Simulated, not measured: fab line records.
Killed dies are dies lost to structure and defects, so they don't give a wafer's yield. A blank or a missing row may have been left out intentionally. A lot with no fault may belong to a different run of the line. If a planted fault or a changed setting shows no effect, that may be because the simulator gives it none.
8D (eight disciplines) problem report, filled in by code	flow rit-cmos	the parts of the form that need people (team, actions taken, sign-off) are left out

== 1. WHAT WENT WRONG ==
beam-energy-keV at RIT_NRETRO_IMPLANT_08 reads a mean of 64.101 on 6 wafers of 2 lots; wafers without a fault read 70.001 with a standard deviation of 0.021. So: -99 or more standard deviations from the usual mean.
The first sign was on wafer L676.2 at day 3 17:19, on implanter-03. The record holds 42 wafers of 14 lots with a number at this step. Rule for "out", or "out of limits": more than 4 standard deviations from the usual mean. Any other wafer with a number is counted as sound.

== 2. WHAT IT IS AND WHAT IT IS NOT ==
question	is	is not
which readings at this step	beam-energy-keV	dose-ions-cm2
which lots	L676, L679	L669, L670, L671, L678, L682, L683, L685, L686, L687, L690, L691, L692
which wafers of those lots	all that have a number	-
read on which tools	implanter-03	implanter-02, implanter-04
when	from day 3 17:19	up to then (9 sound wafers); but 27 sound wafers of L678, L682, L683, L685, L686, L687, L690, L691, L692 came after

== 3. SUSPECTS, AND WHAT RULES EACH OUT ==
Counting: any tool at a process step up to the reading is kept as a suspect provided that every lot that is out went through it and no sound lot did after the first of them.
- implanter-03 at RIT_NRETRO_IMPLANT_08: ruled out as a lasting fault. After its first lot that is out, L676 (day 3 17:19), sound lots L692 ran on it.
Left after counting: nothing in the record.

== 4. THE CAUSE (what the simulator had put in) ==
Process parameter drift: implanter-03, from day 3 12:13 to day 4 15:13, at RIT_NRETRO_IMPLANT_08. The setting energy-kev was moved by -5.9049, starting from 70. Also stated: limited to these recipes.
Counting ruled it out, wrongly.

== 5. THE EFFECT CHAIN, in route order ==
One row per reading whose mean, taken over the struck wafers that have a number, lies over 3 standard deviations from the usual. Only readings for which the record gives a usual standard deviation are gone through. hours: the time from each lot's start at the first step in this table that gives one to its start at this step, as a median over the lots. sigmas: the change in usual standard deviations.
hours	step	reading	usual	on struck wafers	change	sigmas
0	RIT_NRETRO_IMPLANT_08	beam-energy-keV	70.001	64.101	-5.900	-99 or more
The process steps in it:
- RIT_NRETRO_IMPLANT_08
Later steps that measure or inspect, where all struck wafers having a row at the step show a number for every such reading and not one has moved that far: RIT_NRETRO_TW_MEAS_10.

== 6. WHAT WOULD HAVE CAUGHT IT SOONER ==
In this record the first reading out of limits was taken at day 3 17:19, 5 hours after the fault began at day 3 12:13.
